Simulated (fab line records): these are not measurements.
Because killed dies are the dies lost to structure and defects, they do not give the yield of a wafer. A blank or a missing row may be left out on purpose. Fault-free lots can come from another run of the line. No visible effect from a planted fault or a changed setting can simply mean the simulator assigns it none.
What tool caused it? :: flow berkeleyCmos170 :: at 1 step of a route of 331, 13 lots with 39 wafers sampled

== WHAT THE GAUGES READ, wafer by wafer ==
UCB170_PWELL_THK_MEAS_06.
lot: L640
measured: day 2 20:25
on: filmMetro-04
PWELL_NITRIDE_THK (nm): 218.3 221.3 219.2

lot: L641
measured: day 3 01:53
on: filmMetro-03
PWELL_NITRIDE_THK (nm): 220.3 219.6 219.3

lot: L643
measured: day 3 20:54
on: filmMetro-02
PWELL_NITRIDE_THK (nm): 219.3 222.4 220.9

lot: L644
measured: day 3 20:54
on: filmMetro-04
PWELL_NITRIDE_THK (nm): 219.6 220.1 219.2

lot: L645
measured: day 4 02:09
on: filmMetro-04
PWELL_NITRIDE_THK (nm): 224.2 222.4 223.7

lot: L646
measured: day 4 11:26
on: filmMetro-02
PWELL_NITRIDE_THK (nm): 223.2 223.9 222.3

lot: L648
measured: day 4 20:31
on: filmMetro-03
PWELL_NITRIDE_THK (nm): 220.3 221.3 221.8

lot: L649
measured: day 5 02:56
on: filmMetro-02
PWELL_NITRIDE_THK (nm): 224.6 220.1 221.0

lot: L651
measured: day 5 02:56
on: filmMetro-03
PWELL_NITRIDE_THK (nm): 221.0 222.4 221.0

lot: L650
measured: day 5 02:57
on: filmMetro-04
PWELL_NITRIDE_THK (nm): 220.8 219.1 219.7

lot: L653
measured: day 5 18:26
on: filmMetro-02
PWELL_NITRIDE_THK (nm): 221.1 220.5 220.2

lot: L658
measured: day 6 18:31
on: filmMetro-03
PWELL_NITRIDE_THK (nm): 221.2 222.5 220.9

lot: L662
measured: day 7 14:49
on: filmMetro-04
PWELL_NITRIDE_THK (nm): 218.6 219.0 219.7

== WHICH TOOL RAN EACH LOT (tool, then ch and the chambers of the sampled wafers, then the start) ==
The record holds no process step before these readings.

== WHAT THE TOOLS THEMSELVES READ (means of the sampled wafers that have a number; where no wafer has one, the mark that the record gives instead) ==
The record holds no such reading with a usual standard deviation.

== THE ANSWER, worked out from the rows above alone ==
Rule: what is usual is taken from the lots themselves. The widest of any qualifying gaps counts: lots, ordered by their means at a reading, are off when they make up no more than a third of the lots, leave a main group of 4 or more, and stand apart from it by 3 or more times the standard deviation of that group's means. The tables above print the reading to a certain number of digits; a main group whose means all agree to those digits is not used. A lot without any number at a reading at which 4 lots or more have one is off too. All remaining lots with rows at the step are treated as sound. After the gauges, taken in route order, come the tools' own readings; for these a lot's mean is taken, as printed above. The first step at which some lot is off is used, and at that step the reading that is off furthest; a lot without a number counts as furthest.
Nothing can be told from this: no lot is off at any reading shown.

== WHAT THE SIMULATOR HAD INSERTED ==
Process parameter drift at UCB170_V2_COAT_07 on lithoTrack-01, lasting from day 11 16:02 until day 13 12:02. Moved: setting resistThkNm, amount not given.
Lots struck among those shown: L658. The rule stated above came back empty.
